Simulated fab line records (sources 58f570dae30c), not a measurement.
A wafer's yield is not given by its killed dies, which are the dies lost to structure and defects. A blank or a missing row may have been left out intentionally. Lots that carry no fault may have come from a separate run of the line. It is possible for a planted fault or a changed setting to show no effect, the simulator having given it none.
A lot that was struck, set against a sound lot / flow berkeley_cmos170 / 14 out of 331 route steps
Sound: wafers L516.2, L516.3, L516.4. Wafers L506.2, L506.3, L506.5 were the ones struck. At the end, the cause is stated.
Order at every step that has rows: each side's tool, ch and its chambers, its first start. Under that, the readings that differ: sound wafers / struck wafers / difference of the means / sigmas: that difference in standard deviations of wafers without a fault.
alike: a reading whose means differ by less than 2 such deviations, as well as words and numbers matching on both sides. not compared: withheld readings; readings where some wafer has no value; bounds like >300 that might hide an equal value; numbers whose values overlap and for which the record gives no deviation.
Wherever a step has rows on one side only, a row that says differs or no value, or a row with sigmas, the two part there. Non-overlapping numbers with no deviation appear without sigmas and do not part them. Lack of a reading on every wafer of one side parts them only where that side has two or more wafers.

UCB170_SILICIDE_RS_MEAS_02: a four-point-probe measurement.
  struck on film_metro-01, day 10 01:27; sound on film_metro-04, day 11 08:31
reading=SILICIDE_TI_RS (ohm/sq); sound=25.1 25.6 25.5; struck=26.2 26.0 26.3; difference=+0.8; sigmas=+2
UCB170_SILICIDE_THK_MEAS_03: measures by xrf.
  struck on film_metro-01, day 10 01:34; sound on film_metro-04, day 11 08:38
reading=SILICIDE_TI_THK (nm); sound=30.9 30.4 30.6; struck=29.6 29.9 29.3; difference=-1.0; sigmas=-3
UCB170_SILICIDE_RTA_04: time 15 s.
  sound on rtp_anneal-01 ch 0, day 11 08:41; struck on rtp_anneal-01 ch 0, day 10 01:37
  alike: anneal_temp_c_max, chamber_o2_ppm, lamp_power_pct, wafer_temp_C_max
then, 3 steps without rows for these wafers: UCB170_SILICIDE_WET_ETCH_05 (etches Ti in SPM, time 45 s); UCB170_CONTACT_CLEAN_00 (cleans in SPM, time 600 s); UCB170_CONTACT_CVD_01 (deposits PSG from SiH4/O2/PH3, target thk 700 nm, time 2820 s).
UCB170_CONTACT_THK_MEAS_02:
  struck on film_metro-02, day 10 03:47; sound on film_metro-01, day 11 10:51
  alike: CONTACT_PSG_THK
then, 3 steps without rows for these wafers: UCB170_CONTACT_HMDS_03 (prime time 60 s); UCB170_CONTACT_COAT_04 (resist thk 900 nm); UCB170_CONTACT_SOFTBAKE_05 (time 60 s).
UCB170_CONTACT_STRIP_06: strips in O2.
  sound on plasma_asher-01 ch 0,1, day 11 11:33; struck on plasma_asher-04 ch 1, day 10 04:36
reading=drypump_motor_current_A (A); sound=5.3 5.9 5.3; struck=4.7 4.7 4.7; difference=-0.8; sigmas=-2
  alike: oes_product_au, strip_time_to_endpoint_s
  not compared: rf_hours_counter_h
then, 1 step without rows for these wafers: UCB170_CONTACT_CLEAN_07 (cleans in SPM, time 600 s).
UCB170_CONTACT_RTA_08: time 10 s.
  struck on rtp_anneal-01, day 10 05:02; sound on rtp_anneal-02 ch 0, day 11 12:30
  no value came back on the struck wafers for anneal_temp_c_max, chamber_o2_ppm, lamp_power_pct (%), wafer_temp_C_max; on the sound wafers anneal_temp_c_max reads 904.6 905.6 904.4
next, for these wafers, 1 step has no rows: UCB170_CONTACT_COAT_09.

## WHERE THEY PART
Last at UCB170_CONTACT_RTA_08 as far as this record goes, first at UCB170_SILICIDE_RS_MEAS_02.

WHY: the cause the simulator had injected
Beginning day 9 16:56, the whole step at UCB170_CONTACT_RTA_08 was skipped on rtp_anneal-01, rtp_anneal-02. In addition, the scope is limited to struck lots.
